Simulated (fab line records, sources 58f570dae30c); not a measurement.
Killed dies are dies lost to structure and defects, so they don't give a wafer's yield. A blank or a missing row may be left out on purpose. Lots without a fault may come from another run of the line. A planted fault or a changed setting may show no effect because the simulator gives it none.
A struck lot beside a sound one | flow berkeley_cmos170 | 23 steps out of a route of 331
Sound: wafers L829.3, L829.4, L829.6. Struck: wafers L842.2, L842.4, L842.5. The cause comes at the end.
At each step with rows: each side's tool, then ch and its chambers, then its first start. Under that, the readings that differ: sound wafers | struck wafers | difference of the means | sigmas: that difference in standard deviations of wafers without a fault.
alike: readings whose means differ by less than 2 such deviations, and words and numbers that are the same on both sides. not compared: withheld readings, readings that some wafer has no value for, bounds like >300 that may hide the same value, and numbers for which the record gives no deviation and whose values overlap.
The two part at a step that has a row with sigmas, a row that says differs or no value, or rows on one side only. Numbers that don't overlap but have no deviation are shown without sigmas and don't part them. A reading that every wafer of one side lacks parts them only if that side has two wafers or more.

first, 6 steps without rows for these wafers: UCB170_ZERO_HMDS_00 (prime time 60 s); UCB170_ZERO_COAT_01 (resist thk 900 nm); UCB170_ZERO_SOFTBAKE_02 (time 60 s); UCB170_ZERO_EXPOSE_03 (exposes mask PM MARKS, target cd 4000 nm); UCB170_ZERO_PEB_04; UCB170_ZERO_DEVELOP_05 (develop time 45 s).
UCB170_ZERO_ETCH_06: etches SiO2 in CHF3/CF4/Ar, time 12 s.
  sound on rie_diel-01 ch 0,2,3, day 2 08:07; struck on rie_diel-02 ch 2,3, day 5 02:09
  alike: drypump_motor_current_A, mfc_ar_sccm, oes_product_au, throttle_valve_pct
  not compared: rf_hours_counter_h
UCB170_ZERO_STRIP_07: strips in O2.
  sound on plasma_asher-02 ch 0,1, day 2 08:10; struck on plasma_asher-01 ch 1, day 5 02:10
  reading               | sound             | struck            | difference | sigmas
  oes_product_au (a.u.) | 0.722 0.725 0.719 | 0.735 0.724 0.737 | +0.010     | +2
  alike: drypump_motor_current_A, strip_time_to_endpoint_s
  not compared: rf_hours_counter_h
then, 2 steps without rows for these wafers: UCB170_NWELL_WET_ETCH_00 (etches SiO2 in dHF, time 200 s); UCB170_NWELL_OXIDATION_01 (target thk 26.4 nm, ox time 1260 s).
UCB170_NWELL_THK_MEAS_02:
  sound on film_metro-01, day 2 12:53; struck on film_metro-01, day 5 07:05
  alike: NWELL_OXIDE_THK
then, 1 step without rows for these wafers: UCB170_NWELL_ANNEAL_03 (time 900 s).
UCB170_NWELL_CVD_04: deposits Si3N4 from SiH2Cl2/NH3, target thk 224 nm, time 3360 s.
  sound on lpcvd-02 ch 0, day 2 18:08; struck on lpcvd-02 ch 0, day 5 12:37
  alike: zone_power_load_pct, zone_power_source_pct
UCB170_NWELL_THK_MEAS_05:
  sound on film_metro-01, day 2 20:05; struck on film_metro-01, day 5 14:34
  reading                | sound             | struck            | difference | sigmas
  NWELL_NITRIDE_THK (nm) | 226.4 225.2 225.4 | 447.0 450.8 451.4 | +224.1     | +99 or more
then, 6 steps without rows for these wafers: UCB170_NWELL_HMDS_06 (prime time 60 s); UCB170_NWELL_COAT_07 (resist thk 900 nm); UCB170_NWELL_SOFTBAKE_08 (time 60 s); UCB170_NWELL_EXPOSE_09 (exposes mask NWELL, target cd 3000 nm); UCB170_NWELL_PEB_10; UCB170_NWELL_DEVELOP_11 (develop time 45 s).
UCB170_NWELL_OVL_MEAS_12:
  sound on overlay-01, day 2 21:33; struck on overlay-02, day 5 15:47
  alike: NWELL_OVL
UCB170_NWELL_ETCH_13: etches Si3N4 in CH3F/Ar/O2, stops on SiO2, target depth 246.4 nm, time 154 s.
  sound on rie_diel-01 ch 0,1,3, day 2 21:35; struck on rie_diel-04 ch 2,3, day 5 15:49
  reading                  | sound             | struck            | difference | sigmas
  oes_product_au (a.u.)    | 0.946 0.918 0.954 | 0.979 0.994 0.980 | +0.045     | +3
  model.etch.depth_nm (nm) | 226.2 225.2 225.4 | 240.1 243.5 241.1 | +16.0      |
  alike: O2_flow_sccm, drypump_motor_current_A, mfc_ar_sccm, throttle_valve_pct
  not compared: rf_hours_counter_h
then, 1 step without rows for these wafers: UCB170_NWELL_IMPLANT_14.

WHERE THEY PART
First at UCB170_ZERO_STRIP_07; last, within this record, at UCB170_NWELL_ETCH_13.

WHY: what the simulator had put in
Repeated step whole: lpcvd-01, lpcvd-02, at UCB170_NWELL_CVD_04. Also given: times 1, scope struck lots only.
